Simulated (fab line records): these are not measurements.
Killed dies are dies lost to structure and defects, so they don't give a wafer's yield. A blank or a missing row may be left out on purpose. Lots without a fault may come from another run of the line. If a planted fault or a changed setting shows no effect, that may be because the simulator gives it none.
fab line records	flow rit-cmos
record: lots: 7	wafers: 21	last-day: 7
route steps=202 shown CONTACT@172 M1@184
lots that met no fault: from a run of the same line without faults
start-h: hours from the record's first day to the start of the lot's first wafer shown	wait-h: time in hours since the lot's previous step	" as in the row above	L1.1+2: one row covering several wafers at once	- no value present, or no start provided	* or withheld: withheld	< > ~ a bound
route shown NAME@n: names a module that has steps shown in the file, with the first one's number in the route	usual: mean/standard deviation of fault-free wafers	same: alike in all rows	chamber/n: place in a boat	sites: the reading at each site	_std_site: their standard deviation	_edge_site: outer sites' mean less inner sites'	radius-mm: for every site, how far away it sits from the centre of the wafer	mask NAME#n: copy n	behind: the tool/chamber that last shaped the wafer	hold: why the lot went on hold/how many hours it stayed there/how the hold came to an end	device: names the non-switching transistor (n, p or np)	end of line: the route-end tests of the same wafers	a step given without rows: its recipe and nothing more	killed: not the wafer's yield, but the dies lost to structure and defects at the first sort	map: dies across one wafer; x = killed, . = not, _ = none there
set.NAME: the setting as run; set.NAME@STEP: as run at that earlier step	model.NAME: the simulator's own value behind a step, which no gauge read
lots at selected steps of the route; one table per step, one row per wafer
services: from which hour (start-h, from the record's first day; less than 0 if before it) a tool's chamber was out of use, for how many hours, and why
== steps ==
step: RIT_CONTACT_SOFTBAKE_04
recipe: resist: NOVOLAK	temp-c: 90	time-s: 60
step: RIT_CONTACT_EXPOSE_05
recipe: mask-id: M11	na: 0.6	source-shape: conventional	sigma-outer: 0.5	target-cd-nm: 1000	dose-mj: 250
step: RIT_CONTACT_PEB_06
recipe: resist: NOVOLAK	temp-c: withheld	time-s: withheld
step: RIT_CONTACT_DEVELOP_07
recipe: resist: NOVOLAK	develop-time-s: 120	dev-temp-c: 23
step: RIT_CONTACT_CD_MEAS_08
recipe: target-cd-nm: 1000
usual: cd-nm: 1001.2/2.2
lot.wafer	tool	chamber	start-h	wait-h	cd-nm
L413.3	cd-sem-01	-	61.35	-	1003.2
L413.4	"	-	"	"	1002.7
L413.6	"	-	"	"	1000.4
L415.2	cd-sem-02	-	72.29	-	1001.6
L415.3	"	-	"	"	1000.7
L415.4	"	-	"	"	1002.8
L418.1	cd-sem-01	-	84.31	-	1003.4
L418.4	"	-	"	"	1005.9
L418.5	"	-	"	"	1004.2
L420.4	cd-sem-02	-	99.44	-	1003.8
L420.5	"	-	"	"	1002.3
L420.6	"	-	"	"	1005.4
L425.1	cd-sem-02	-	124.66	-	999.0
L425.3	"	-	"	"	998.2
L425.5	"	-	"	"	998.3
L432.2	cd-sem-01	-	159.29	-	1000.2
L432.4	"	-	"	"	998.0
L432.6	"	-	"	"	1000.9
L433.2	cd-sem-01	-	164.29	-	998.1
L433.3	"	-	"	"	999.5
L433.6	"	-	"	"	999.2
step: RIT_CONTACT_OVL_MEAS_09
usual: CONTACT_OVL: -1.0/1.5
lot.wafer	tool	chamber	start-h	wait-h	CONTACT_OVL[nm]
L413.3	overlay-01	-	61.44	0.1	-0.5
L413.4	"	-	"	"	0.9
L413.6	"	-	"	"	-1.7
L415.2	overlay-01	-	72.40	0.1	-1.4
L415.3	"	-	"	"	-1.9
L415.4	"	-	"	"	1.2
L418.1	overlay-01	-	84.43	0.1	1.1
L418.4	"	-	"	"	-0.4
L418.5	"	-	"	"	-0.2
L420.4	overlay-01	-	99.52	0.1	-2.1
L420.5	"	-	"	"	-1.2
L420.6	"	-	"	"	-1.4
L425.1	overlay-01	-	124.78	0.1	-1.8
L425.3	"	-	"	"	0.1
L425.5	"	-	"	"	-1.8
L432.2	overlay-01	-	159.39	0.1	-2.5
L432.4	"	-	"	"	-0.8
L432.6	"	-	"	"	-3.0
L433.2	overlay-01	-	164.39	0.1	0.0
L433.3	"	-	"	"	0.5
L433.6	"	-	"	"	-0.6
step: RIT_CONTACT_HARDBAKE_10
recipe: resist: NOVOLAK	temp-c: 140	time-s: 60
step: RIT_CONTACT_ETCH_11
recipe: target-depth-a: 4800	over-etch-frac: 0.2	stop-on: TiSi2	chemistry: CHF3/CF4/Ar	target: SiO2	CHF3_flow_sccm: 50	cf4-flow-sccm: 10	Ar_flow_sccm: 100	O2_flow_sccm: 5	pressure-mtorr: 100	rf-w: 200	time-s: 320
usual: drypump-motor-current-A: 5.7/0.54	oes-product-au: 0.986/0.012	throttle-valve-pct: 8.87/0.14
lot.wafer	tool	chamber	start-h	wait-h	drypump-motor-current-A	oes-product-au	rf-hours-counter-h	throttle-valve-pct
L413.3	rie-diel-01	2	61.62	0.1	5.0	0.993	7	8.90
L413.4	"	0	"	"	5.6	0.974	-	8.93
L413.6	"	2	"	"	5.0	0.991	-	8.89
L415.2	rie-diel-04	2	72.58	0.1	4.6	0.983	103	8.68
L415.3	"	3	"	"	6.8	0.979	141	8.89
L415.4	"	0	"	"	5.6	0.985	8	9.11
L418.1	rie-diel-01	0	84.62	0.1	5.5	0.965	7	8.92
L418.4	"	1	"	"	5.9	1.003	0	8.94
L418.5	"	0	"	"	5.5	0.967	-	8.92
L420.4	rie-diel-03	2	99.69	0.1	5.7	0.989	90	8.73
L420.5	"	1	"	"	6.0	0.973	-	8.64
L420.6	"	2	"	"	5.7	0.986	-	8.72
L425.1	rie-diel-03	3	124.97	0.1	5.8	0.977	15	8.74
L425.3	"	2	"	"	5.7	0.993	90	8.72
L425.5	"	3	"	"	5.8	0.973	-	8.73
L432.2	rie-diel-01	1	159.57	0.1	6.0	0.998	2	8.92
L432.4	"	1	"	"	6.0	1.004	-	8.94
L432.6	"	3	"	"	6.2	0.988	-	9.03
L433.2	rie-diel-04	1	164.70	0.1	5.6	0.978	124	8.83
L433.3	"	0	"	"	5.6	0.981	10	9.09
L433.6	"	3	"	"	6.8	0.985	-	8.88
step: RIT_CONTACT_STRIP_12
recipe: chemistry: O2	time-s: 180	resist: NOVOLAK	platen-temp-c: withheld	power-w: 500	pressure-mtorr: 4000	o2-flow-sccm: 4000
usual: drypump-motor-current-A: 5.7/0.45
lot.wafer	tool	chamber	start-h	wait-h	drypump-motor-current-A	rf-hours-counter-h
L413.3	plasma-asher-02	0	61.87	0.2	5.5	-
L413.4	"	1	"	"	5.5	-
L413.6	"	0	"	"	5.5	-
L415.2	plasma-asher-04	1	72.77	0.1	6.1	43
L415.3	"	1	"	"	6.1	-
L415.4	"	0	"	"	6.6	-
L418.1	plasma-asher-01	1	84.81	0.1	5.1	29
L418.4	"	0	"	"	5.7	-
L418.5	"	1	"	"	5.1	-
L420.4	plasma-asher-04	0	99.94	0.2	6.6	-
L420.5	"	0	"	"	6.5	-
L420.6	"	1	"	"	6.1	-
L425.1	plasma-asher-01	1	125.17	0.1	5.1	33
L425.3	"	1	"	"	5.2	-
L425.5	"	0	"	"	5.6	-
L432.2	plasma-asher-01	0	159.77	0.1	5.6	37
L432.4	"	1	"	"	5.1	-
L432.6	"	1	"	"	5.1	-
L433.2	plasma-asher-04	1	164.90	0.1	6.1	52
L433.3	"	1	"	"	6.1	-
L433.6	"	0	"	"	6.5	-
step: RIT_CONTACT_CD_MEAS_90
recipe: target-cd-nm: 1000
usual: cd-nm: 1001.1/2.2
lot.wafer	tool	chamber	start-h	wait-h	cd-nm
L413.3	cd-sem-02	-	62.03	0.1	1003.1
L413.4	"	-	"	"	1002.9
L413.6	"	-	"	"	1000.2
L415.2	cd-sem-01	-	72.97	0.1	1001.6
L415.3	"	-	"	"	1000.2
L415.4	"	-	"	"	1002.9
L418.1	cd-sem-01	-	84.99	0.1	1003.1
L418.4	"	-	"	"	1005.8
L418.5	"	-	"	"	1003.2
L420.4	cd-sem-01	-	100.12	0.1	1003.3
L420.5	"	-	"	"	1002.4
L420.6	"	-	"	"	1006.0
L425.1	cd-sem-02	-	125.34	0.1	999.1
L425.3	"	-	"	"	997.9
L425.5	"	-	"	"	998.7
L432.2	cd-sem-01	-	159.96	0.1	1000.4
L432.4	"	-	"	"	998.3
L432.6	"	-	"	"	1000.9
L433.2	cd-sem-01	-	165.09	0.1	998.1
L433.3	"	-	"	"	999.8
L433.6	"	-	"	"	998.3
step: RIT_CONTACT_CLEAN_13
recipe: chemistry: SC1	mix: 3:3:50	time-s: 600	temp-c: 75
step: RIT_CONTACT_CLEAN_14
recipe: chemistry: SC2	mix: 3:3:50	time-s: 600	temp-c: 75	dry: n2-spin
step: RIT_M1_SPUTTER_00
recipe: material: Al	target-thk-nm: 400	power-w: 2000	chamber-pressure-pa: 0.4	gas: Ar	time-s: 500	substrate-temp-c: 25
usual: throttle-valve-pct: 30.6/0.92
lot.wafer	tool	chamber	start-h	wait-h	throttle-valve-pct	model.Al_of_M1_SPUTTER_00.thk-nm
L413.3	pvd-sputter-01	-	62.46	0.0	31.0	395.4
L413.4	"	-	"	"	30.4	396.6
L413.6	"	-	"	"	29.3	395.7
L415.2	pvd-sputter-04	-	73.45	0.0	30.4	622.7
L415.3	"	-	"	"	31.7	400.9
L415.4	"	-	"	"	31.1	402.4
L418.1	pvd-sputter-04	-	85.46	0.0	31.2	401.2
L418.4	"	-	"	"	30.5	622.7
L418.5	"	-	"	"	30.3	623.6
L420.4	pvd-sputter-04	-	100.53	0.0	31.7	407.1
L420.5	"	-	"	"	30.5	627.6
L420.6	"	-	"	"	31.8	405.9
L425.1	pvd-sputter-03	-	125.83	0.0	31.9	396.8
L425.3	"	-	"	"	30.9	397.2
L425.5	"	-	"	"	30.2	394.5
L432.2	pvd-sputter-04	-	160.43	0.0	30.6	406.8
L432.4	"	-	"	"	31.1	402.4
L432.6	"	-	"	"	30.9	400.8
L433.2	pvd-sputter-01	-	165.56	0.0	29.2	396.9
L433.3	"	-	"	"	30.7	404.7
L433.6	"	-	"	"	31.1	399
step: RIT_M1_RS_MEAS_01
recipe: thk-meas-gauge: four-point-probe	reads: Al_of_M1_SPUTTER_00
usual: M1_AL_RS: 0.0731/0.00077
lot.wafer	tool	chamber	start-h	wait-h	M1_AL_RS[ohm/sq]
L413.3	film-metro-02	-	62.79	0.2	0.0742
L413.4	"	-	"	"	0.0741
L413.6	"	-	"	"	0.0742
L415.2	film-metro-03	-	73.76	0.2	0.0467
L415.3	"	-	"	"	0.0732
L415.4	"	-	"	"	0.0728
L418.1	film-metro-04	-	85.75	0.1	0.0732
L418.4	"	-	"	"	0.0468
L418.5	"	-	"	"	0.0468
L420.4	film-metro-02	-	100.88	0.2	0.0721
L420.5	"	-	"	"	0.0465
L420.6	"	-	"	"	0.0724
L425.1	film-metro-04	-	126.12	0.1	0.0742
L425.3	"	-	"	"	0.0740
L425.5	"	-	"	"	0.0745
L432.2	film-metro-03	-	160.74	0.2	0.0721
L432.4	"	-	"	"	0.0731
L432.6	"	-	"	"	0.0733
L433.2	film-metro-02	-	165.87	0.2	0.0741
L433.3	"	-	"	"	0.0725
L433.6	"	-	"	"	0.0737
step: RIT_M1_THK_MEAS_02
recipe: thk-meas-gauge: xrf	reads: Al_of_M1_SPUTTER_00
usual: M1_AL_THK: 398/4.6
lot.wafer	tool	chamber	start-h	wait-h	M1_AL_THK[nm]
L413.3	film-metro-02	-	62.89	0.1	391
L413.4	"	-	"	"	390
L413.6	"	-	"	"	389
L415.2	film-metro-03	-	73.87	0.1	618
L415.3	"	-	"	"	397
L415.4	"	-	"	"	400
L418.1	film-metro-04	-	85.87	0.1	400
L418.4	"	-	"	"	619
L418.5	"	-	"	"	618
L420.4	film-metro-02	-	100.97	0.1	405
L420.5	"	-	"	"	621
L420.6	"	-	"	"	405
L425.1	film-metro-04	-	126.24	0.1	393
L425.3	"	-	"	"	395
L425.5	"	-	"	"	390
L432.2	film-metro-03	-	160.85	0.1	404
L432.4	"	-	"	"	398
L432.6	"	-	"	"	397
L433.2	film-metro-02	-	165.98	0.1	394
L433.3	"	-	"	"	402
L433.6	"	-	"	"	395
step: RIT_M1_HMDS_03
recipe: prime-time-s: 60	prime-temp-c: 140
step: RIT_M1_COAT_04
recipe: resist: NOVOLAK	spin-rpm: 2000	resist-thk-nm: 1300
step: RIT_M1_SOFTBAKE_05
recipe: resist: NOVOLAK	temp-c: 90	time-s: 60
step: RIT_M1_EXPOSE_06
recipe: mask-id: M12	na: 0.6	source-shape: conventional	sigma-outer: 0.5	target-cd-nm: 2600	dose-mj: 250
step: RIT_M1_PEB_07
recipe: resist: NOVOLAK	temp-c: withheld	time-s: withheld
step: RIT_M1_DEVELOP_08
recipe: resist: NOVOLAK	develop-time-s: 68	dev-temp-c: 23
step: RIT_M1_CD_MEAS_09
recipe: target-cd-nm: 2600
usual: cd-nm: 2599.4/2.2
lot.wafer	tool	chamber	start-h	wait-h	cd-nm
L413.3	cd-sem-02	-	63.97	-	2596.6
L413.4	"	-	"	"	2597.0
L413.6	"	-	"	"	2597.0
L415.2	cd-sem-02	-	74.82	-	2599.4
L415.3	"	-	"	"	2599.8
L415.4	"	-	"	"	2600.8
L418.1	cd-sem-02	-	86.81	-	2599.6
L418.4	"	-	"	"	2600.3
L418.5	"	-	"	"	2600.5
L420.4	cd-sem-02	-	102.07	-	2599.3
L420.5	"	-	"	"	2597.7
L420.6	"	-	"	"	2599.0
L425.1	cd-sem-02	-	127.31	-	2597.4
L425.3	"	-	"	"	2595.5
L425.5	"	-	"	"	2595.6
L432.2	cd-sem-02	-	163.48	-	2598.7
L432.4	"	-	"	"	2599.7
L432.6	"	-	"	"	2600.3
L433.2	cd-sem-01	-	166.93	-	2598.1
L433.3	"	-	"	"	2599.5
L433.6	"	-	"	"	2599.3
step: RIT_M1_OVL_MEAS_10
usual: M1_OVL: -1.5/1.5
lot.wafer	tool	chamber	start-h	wait-h	M1_OVL[nm]
L413.3	overlay-02	-	64.07	0.1	-2.5
L413.4	"	-	"	"	-1.2
L413.6	"	-	"	"	-4.0
L415.2	overlay-01	-	74.93	0.1	-3.2
L415.3	"	-	"	"	-2.6
L415.4	"	-	"	"	-1.6
L418.1	overlay-01	-	86.93	0.1	-3.0
L418.4	"	-	"	"	-1.9
L418.5	"	-	"	"	-1.1
L420.4	overlay-02	-	102.14	0.1	-0.8
L420.5	"	-	"	"	-2.9
L420.6	"	-	"	"	-1.2
L425.1	overlay-02	-	127.43	0.1	0.7
L425.3	"	-	"	"	-0.7
L425.5	"	-	"	"	-0.3
L432.2	overlay-02	-	163.59	0.1	-3.4
L432.4	"	-	"	"	-2.2
L432.6	"	-	"	"	-0.5
L433.2	overlay-01	-	167.04	0.1	-4.1
L433.3	"	-	"	"	-4.4
L433.6	"	-	"	"	-1.9
step: RIT_M1_HARDBAKE_11
recipe: resist: NOVOLAK	temp-c: 140	time-s: 120
step: RIT_M1_METAL_ETCH_12
recipe: stop-on: SiO2	chemistry: Cl2/BCl3	target: Al	time-s: 165	over-etch-frac: 0.5	pressure-mtorr: 100	target-depth-a: 6000	rf-w: 250	Cl2_flow_sccm: 60	bcl3-flow-sccm: 50
usual: bcl3-flow-sccm: 50.02/0.16	drypump-motor-current-A: 5.7/0.35	oes-product-au: 0.776/0.013	throttle-valve-pct: 8.25/0.13
lot.wafer	tool	chamber	start-h	wait-h	bcl3-flow-sccm	drypump-motor-current-A	oes-product-au	rf-hours-counter-h	throttle-valve-pct
L413.3	rie-metal-02	0	64.39	0.2	49.85	5.2	0.783	-	8.08
L413.4	"	1	"	"	49.89	6.5	0.763	-	8.29
L413.6	"	0	"	"	49.85	5.2	0.780	-	8.06
L415.2	rie-metal-04	1	75.21	0.2	49.89	5.7	1.023	1	8.22
L415.3	"	1	"	"	49.90	5.6	0.802	-	8.27
L415.4	"	0	"	"	49.79	5.7	0.779	-	8.46
L418.1	rie-metal-04	1	87.22	0.2	50.04	5.6	0.798	1	8.26
L418.4	"	1	"	"	50.11	5.6	1.033	-	8.24
L418.5	"	0	"	"	50.06	5.7	0.994	-	8.42
L420.4	rie-metal-03	1	102.47	0.1	49.91	5.7	0.777	-	8.28
L420.5	"	0	"	"	50.21	5.7	0.974	-	8.07
L420.6	"	1	"	"	49.89	5.7	0.767	-	8.28
L425.1	rie-metal-02	0	127.74	0.2	50.32	5.2	0.791	35	8.06
L425.3	"	0	"	"	50.18	5.2	0.781	-	8.09
L425.5	"	0	"	"	50.46	5.2	0.779	-	8.06
L432.2	rie-metal-03	0	163.87	0.2	50.16	5.6	0.767	5	8.10
L432.4	"	0	"	"	50.09	5.7	0.771	-	8.10
L432.6	"	1	"	"	50.13	5.7	0.769	-	8.29
L433.2	rie-metal-02	0	167.32	0.2	50.06	5.2	0.767	0	8.06
L433.3	"	0	"	"	50.02	5.1	0.762	-	8.07
L433.6	"	1	"	"	50.01	6.5	0.774	-	8.29
step: RIT_M1_STRIP_13
recipe: chemistry: nmp	resist: NOVOLAK	temp-c: 80	time-s: 600	dry: n2-spin
step: RIT_M1_PROBE_99
usual: defect-limited-yield: 97.5/1	killed_at_M0_to_M3: 0.0/0.083	killed-at-front-end: 6.7/2.7	killed-dies: 6.7/2.7	killed-on-rim: 1.8/1.2	killed-open: 3.2/1.8	killed-short: 3.5/1.9
same: gross-dies: 264	killed_at_M4_up: 0	killed-at-back-side: 0	killed-at-contacts: 0	killed-at-other: 0
lot.wafer	tool	chamber	start-h	wait-h	defect-limited-yield[%]	killed_at_M0_to_M3	killed-at-front-end	killed-dies	killed-on-rim	killed-open	killed-short	model.etest.tester.sort-n-pass	model.etest.tester.sort-yield-pct	model.etest.tester.sort_bin_5_pct	model.etest.tester.sort_bin_3_pct	model.etest.retro-edge-nmos.over-limit	model.etest.diode-nwell-sub.over-limit	model.etest.ppoly-sal.short	model.etest.nmos_0p3.over-limit
L413.3	prober-02	-	66.69	0.2	97.7	0	6	6	1	3	3	258	97.73	0.7576	0	0	0	0	0
L413.4	prober-02	-	66.74	0.2	98.1	0	5	5	1	1	4	259	98.11	1.894	0	0	0	0	0
L413.6	prober-02	-	66.84	0.2	97.3	0	7	7	1	1	6	257	97.35	1.136	0.7576	0	0	0	0
L415.2	prober-02	-	77.51	0.1	0.8	255	7	262	69	3	4	2	0.7576	98.11	0	1	1	1	1
L415.3	prober-02	-	77.56	0.2	97.0	0	8	8	1	2	5	256	96.97	2.652	0	0	0	0	0
L415.4	prober-02	-	77.61	0.2	97.7	0	6	6	2	1	5	258	97.73	0.7576	0.3788	0	0	0	0
L418.1	prober-01	-	89.47	0.1	96.2	0	10	10	2	3	7	254	96.21	1.894	0.3788	0	0	0	0
L418.4	prober-01	-	89.62	0.2	11.7	225	8	233	70	3	5	0	0	86.36	11.74	1	1	1	1
L418.5	prober-01	-	89.67	0.2	16.3	217	4	221	65	3	1	0	0	82.58	16.29	1	1	1	1
L420.4	prober-01	-	104.82	0.2	98.1	0	5	5	2	3	2	259	98.11	1.136	0	0	0	0	0
L420.5	prober-01	-	104.87	0.2	2.3	249	9	258	69	6	3	0	0	96.59	2.273	1	1	1	1
L420.6	prober-01	-	104.92	0.2	98.5	0	4	4	3	2	2	260	98.48	0.7576	0.3788	0	0	0	0
L425.1	prober-01	-	130.03	0.1	98.9	0	3	3	1	1	1	261	98.86	1.136	0	0	0	0	0
L425.3	prober-01	-	130.13	0.2	97.7	0	6	6	1	3	2	258	97.73	0.7576	0	0	0	0	0
L425.5	prober-01	-	130.23	0.2	94.7	0	14	14	2	4	8	250	94.7	2.652	0.7576	0	0	0	0
L432.2	prober-02	-	166.19	0.1	98.1	0	5	5	2	3	2	259	98.11	1.136	0	0	0	0	0
L432.4	prober-02	-	166.29	0.2	99.2	0	2	2	0	1	1	262	99.24	0	0	0	0	0	0
L432.6	prober-02	-	166.39	0.2	97.3	0	7	7	1	5	2	257	97.35	1.894	0.3788	0	0	0	0
L433.2	prober-01	-	169.62	0.1	98.1	0	5	5	1	2	3	259	98.11	1.515	0	0	0	0	0
L433.3	prober-01	-	169.67	0.2	96.2	0	10	10	3	4	6	254	96.21	2.652	1.136	0	0	0	0
L433.6	prober-01	-	169.82	0.2	97.3	0	7	7	3	4	3	257	97.35	1.894	0	0	0	0	0
killed by level:class
L413.3 GATE:geometric-particle:short=2 GATE:geometric-particle:open=2 REOX:geometric-particle:short=1 SPACER:geometric-particle:open=1
L413.4 GATE:geometric-particle:short=2 FOX2:geometric-particle:short=1 REOX:geometric-particle:short=1 SILICIDE:geometric-particle:open=1
L413.6 GATE:geometric-particle:short=4 SPACER:geometric-particle:short=2 REOX:geometric-particle:open=1
L415.2 M1:area-etch=255 GATE:geometric-particle:short=2 SPACER:geometric-particle:short=2 GATE:geometric-particle:open=1 REOX:geometric-particle:open=1 SPACER:geometric-particle:open=1
L415.3 REOX:geometric-particle:open=2 FOX1:geometric-particle:short=1 GATE:geometric-particle:short=1 REOX:geometric-particle:short=1 SPACER:geometric-particle:short=1 SILICIDE:geometric-particle:short=1 NRETRO:coat-microbubble-printed=1
L415.4 FOX2:geometric-particle:short=2 GATE:geometric-particle:short=1 SPACER:geometric-particle:short=1 SILICIDE:geometric-particle:open=1 SILICIDE:geometric-particle:short=1
L418.1 GATE:geometric-particle:short=3 FOX1:geometric-particle:short=2 SPACER:geometric-particle:short=2 FOX2:geometric-particle:open=1 GATE:geometric-particle:open=1 SILICIDE:geometric-particle:open=1
L418.4 M1:area-etch=225 SPACER:geometric-particle:short=2 FOX1:geometric-particle:short=1 FOX2:geometric-particle:open=1 FOX2:geometric-particle:short=1 GATE:geometric-particle:open=1 REOX:geometric-particle:open=1 SILICIDE:geometric-particle:short=1
L418.5 M1:area-etch=217 FOX2:geometric-particle:open=2 REOX:geometric-particle:short=1 SPACER:geometric-particle:open=1
L420.4 SPACER:geometric-particle:open=2 GATE:geometric-particle:open=1 REOX:geometric-particle:short=1 SPACER:geometric-particle:short=1
L420.5 M1:area-etch=249 ACTIVE:geometric-particle:open=1 FOX1:geometric-particle:open=1 FOX2:geometric-particle:open=1 FOX2:geometric-particle:short=1 GATE:geometric-particle:open=1 GATE:geometric-particle:short=1 REOX:geometric-particle:open=1
L420.6 FOX1:geometric-particle:short=1 GATE:geometric-particle:short=1 GATE:geometric-particle:open=1 SILICIDE:geometric-particle:open=1
L425.1 FOX1:geometric-particle:short=1 GATE:geometric-particle:open=1 NLDD:coat-microbubble-printed=1
L425.3 GATE:geometric-particle:open=2 SPACER:geometric-particle:open=1 SPACER:geometric-particle:short=1 SILICIDE:geometric-particle:short=1 NLDD:coat-microbubble-printed=1
L425.5 GATE:geometric-particle:short=4 NLDD:coat-microbubble-printed=2 FOX1:geometric-particle:short=1 FOX1:geometric-particle:open=1 FOX2:geometric-particle:short=1 REOX:geometric-particle:short=1 REOX:geometric-particle:open=1 SPACER:geometric-particle:open=1
L432.2 FOX1:geometric-particle:open=2 GATE:geometric-particle:short=1 SPACER:geometric-particle:open=1 SILICIDE:geometric-particle:short=1
L432.4 GATE:geometric-particle:short=1 GATE:geometric-particle:open=1
L432.6 SPACER:geometric-particle:open=2 SILICIDE:geometric-particle:open=2 FOX1:geometric-particle:open=1 REOX:geometric-particle:short=1 SPACER:geometric-particle:short=1
L433.2 FOX1:geometric-particle:open=2 FOX1:geometric-particle:short=1 GATE:geometric-particle:short=1 SPACER:geometric-particle:short=1
L433.3 SPACER:geometric-particle:open=3 SPACER:geometric-particle:short=3 GATE:geometric-particle:short=2 FOX1:geometric-particle:open=1 REOX:geometric-particle:short=1
L433.6 FOX1:geometric-particle:open=1 FOX2:geometric-particle:short=1 FOX2:geometric-particle:open=1 GATE:geometric-particle:open=1 GATE:geometric-particle:short=1 REOX:geometric-particle:open=1 SPACER:geometric-particle:short=1
map L415.2 (x killed, . not)
________xxxxxxx_______
_____xxxxxxxxxxxxx____
____xxxxxxxxxxxxxxx___
___xxxxxxxxxxxxxxxxx__
__xxxxxxxxxxxxxxxxxxx_
__xxxxxxxxxxxxxxxxxxx_
_xxxxxxxxxxxxxxxxxxxxx
_xxxxxxxxxxxxxxxxxxxxx
_xxxxxxxxxxxxxxxxxxxxx
_xxxxxxxxxxxxxxxxxxxxx
__xxxxxxxxxxxxxxxxxxx_
__xxxxxxxxxxxxxxxxxxx_
___xxxxxxxxxxxxxxxxx__
____xxxxxxx.xxxxxxx___
_____x.xxxxxxxxxxx____
________xxxxxxx_______
map L418.4 (x killed, . not)
________xxxxxxx_______
_____xxxxx.xxxxxxx____
____xxxxx.xxxxxxxxx___
___xxxxxxxxxxxxxxxxx__
__xxxxxxxxxxx.xxx.xxx_
__xxxxxx.xx....xx.xxx_
_xxxxxxxxxxx..xxxx.xxx
_xxxxxxxxx..xxxx.xxx.x
_xxxxxx.xxxx.xxxxxx..x
_xxxxxxxxxx.xxxxxxxxxx
__xxxxxxxxx..xxxx.xxx_
__xxxxx..xxxxx.xxxxxx_
___xxx..xx.xxxxxxxxx__
____xxxxxxxxxxxxxxx___
_____xxxxxxxxxxxxx____
________xxxxxxx_______
== services ==
tool	chamber	start-h	hours	kind
rie-diel-01	1	44.55	-	clean
rie-diel-01	1	44.55	21.6	scheduled-down
rie-diel-01	1	44.55	21.6	vent-cycle
rie-metal-03	1	46.04	1.5	repair
rie-diel-04	3	67.73	3.4	repair
pvd-sputter-01	-	70.48	3.5	repair
rie-diel-03	0	71.79	4.9	repair
pvd-sputter-01	-	76.33	2.2	repair
pvd-sputter-04	-	80.28	3.8	repair
rie-diel-01	-	80.61	2.8	pm
rie-diel-01	0	95.68	8.3	repair
rie-metal-02	-	101.00	2.8	pm
rie-metal-04	1	112.77	2.3	repair
rie-diel-01	3	120.95	7.5	repair
rie-diel-03	1	123.37	3.4	repair
rie-metal-02	-	136.12	20.0	pm
rie-metal-02	0	136.12	20.0	vent-cycle
rie-metal-02	1	136.12	20.0	vent-cycle
rie-diel-01	2	139.92	24.4	repair
rie-diel-03	-	155.37	14.6	pm
rie-metal-02	0	156.12	-	clean
rie-metal-02	1	156.12	-	clean
rie-metal-02	-	160.58	4.3	pm
== key ==
first-sign: step: RIT_M1_RS_MEAS_01	reading: M1_AL_RS	direction: down	sigmas: 34	usual: 0.0731	struck: 0.0467
effect: step: RIT_M1_THK_MEAS_02	reading: M1_AL_THK	direction: up	sigmas: 48	usual: 398	struck: 619
effect: step: RIT_M1_METAL_ETCH_12	reading: oes-product-au	direction: up	sigmas: 18	usual: 0.776	struck: 1.006
effect: step: RIT_M1_PROBE_99	reading: killed_at_M0_to_M3	direction: up	sigmas: 99+	usual: 0.0	struck: 236.5
model-effect: step: RIT_M1_SPUTTER_00	value: Al_of_M1_SPUTTER_00.thk-nm	without: 401.8	struck: 624.2
model-effect: step: RIT_M1_PROBE_99	value: etest.tester.sort-n-pass	without: 257	struck: 0.5
more-kills-born-at: RIT_M1_METAL_ETCH_12@rie-metal-04: 697	RIT_M1_METAL_ETCH_12@rie-metal-03: 249
met-at RIT_M1_SPUTTER_00
struck-wafers L415.2,L418.4,L418.5,L420.5
later-rows-left-out L415.2,L418.4,L418.5,L420.5
fault: kind: process-parameter-drift	tool: pvd-sputter-04	chamber: -	onset-h: 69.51	steps: RIT_M1_SPUTTER_00	channel: target-thk-nm	offset: 222.37	shape: step	end-h: 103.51	stated: 400	scope: struck-wafers-only
later-rows-left-out: the simulator's readings of these wafers behind a module that went badly wrong aren't trusted and aren't shown, but for the sort
